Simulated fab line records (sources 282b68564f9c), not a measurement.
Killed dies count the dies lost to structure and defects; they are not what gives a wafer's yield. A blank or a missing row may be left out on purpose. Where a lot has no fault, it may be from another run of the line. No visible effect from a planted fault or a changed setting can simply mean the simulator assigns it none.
What tool caused it?	flow rit cmos	Sampling: 14 lots, 42 wafers, 2 of 202 route steps

WHAT EACH GAUGE READ, for each wafer
The record holds no reading of a measuring or inspecting step that can be judged against a usual standard deviation.

WHAT TOOL EACH LOT RAN ON (gives the tool, then ch and the chambers of the sampled wafers, and finally the start)
lot	RIT_NWELL_IMPLANT_08	RIT_M1_PROBE_99
L488	implanter-03 ch 0, day 2 05:18	-
L489	implanter-03 ch 0, day 2 08:29	-
L491	implanter-03 ch 0, day 2 17:45	-
L493	implanter-02 ch 0, day 3 04:22	prober-02, day 4 16:43
L494	implanter-03 ch 0, day 3 08:35	prober-01, day 4 21:14
L495	implanter-02 ch 0, day 3 15:56	prober-02, day 5 06:49
L496	implanter-02 ch 0, day 3 20:04	prober-01, day 5 09:04
L499	implanter-03 ch 0, day 4 10:23	prober-02, day 5 23:25
L500	implanter-01 ch 0, day 4 14:00	-
L501	implanter-03 ch 0, day 4 20:40	-
L507	implanter-01 ch 0, day 6 08:26	prober-02, day 7 23:38
L508	implanter-02 ch 0, day 6 10:59	-
L509	implanter-01 ch 0, day 6 11:18	prober-02, day 8 06:45
L510	implanter-02 ch 0, day 6 20:11	prober-01, day 8 10:56
- RIT_NWELL_IMPLANT_08
- RIT_M1_PROBE_99

AS READ BY THE TOOLS THEMSELVES (means over the sampled wafers that have a number; for cases with no such wafer, the mark the record gives instead)
RIT_NWELL_IMPLANT_08. Usual: tilt deg 6.999 degrees, standard deviation 0.019.
lot	tool	tilt deg (degrees)	flag
L488	implanter-03	6.993	
L489	implanter-03	6.993	
L491	implanter-03	6.997	
L493	implanter-02	7.021	
L494	implanter-03	6.973	
L495	implanter-02	7.007	
L496	implanter-02	7.014	
L499	implanter-03	8.461	OFF
L500	implanter-01	7.010	
L501	implanter-03	8.479	OFF
L507	implanter-01	7.010	
L508	implanter-02	7.022	
L509	implanter-01	6.982	
L510	implanter-02	6.992	

RIT_M1_PROBE_99. Usual: killed_at_M0_to_M3 0.0, standard deviation 0.12; killed at contacts 0.0, standard deviation 0.2; killed at front end 6.6, standard deviation 2.8; killed dies 6.6, standard deviation 2.8; killed open 3.3, standard deviation 1.9; killed short 3.2, standard deviation 1.8.
lot	tool	killed_at_M0_to_M3	killed at contacts	killed at front end	killed dies	killed open	killed short	flag
L493	prober-02	0.0	0.3	8.7	9.0	4.0	5.0	
L494	prober-01	0.0	0.0	6.7	6.7	3.0	3.3	
L495	prober-02	0.0	0.3	3.7	4.0	2.3	1.7	
L496	prober-01	0.0	0.0	5.7	5.7	3.0	2.7	
L499	prober-02	0.0	0.0	7.3	7.3	3.7	3.7	
L507	prober-02	0.0	0.0	4.0	4.0	2.3	1.7	
L509	prober-02	0.0	0.0	6.7	6.7	3.0	3.7	
L510	prober-01	0.0	0.0	3.3	3.3	1.7	1.7	

THE ANSWER, worked out from the rows above alone
Rule: take the mean of a lot's wafers that have a number; if it is more than 3 standard deviations from the usual mean, the lot is off. Also off: a lot with no number at a reading for which 4 or more lots have one. The other lots that the step has rows for count as sound. Order of review: gauges by route order, followed by the tools' own readings, for which a lot's mean as printed above is used. At the first step where some lot is off, the reading lying furthest off is the one used; lots without a number count as furthest.
Off: L499, L501, at RIT_NWELL_IMPLANT_08 (tilt deg).
A tool fits if, at that step or a process step before it, it ran every lot that is off, and no sound lot after the first of them. One fits: RIT_NWELL_IMPLANT_08 on implanter-03. Its last sound lot is L494 (day 3 08:35), its first lot that is off L499 (day 4 10:23): a fault that began between those two fits.
The tool's own readings at RIT_NWELL_IMPLANT_08 bear it out: on the lots that are off they differ by more than 5 times the standard deviation of the sound lots' means. tilt deg reads 8.470 degrees there against 7.001 degrees on the sound lots.

WHAT WAS PUT IN BY THE SIMULATOR
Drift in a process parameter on implanter-03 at RIT_NWELL_IMPLANT_08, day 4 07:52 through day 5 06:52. Setting tilt deg, moved by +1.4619, from 7. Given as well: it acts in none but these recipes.
Lots struck among those shown: L499, L501. Same finding as the rule above.
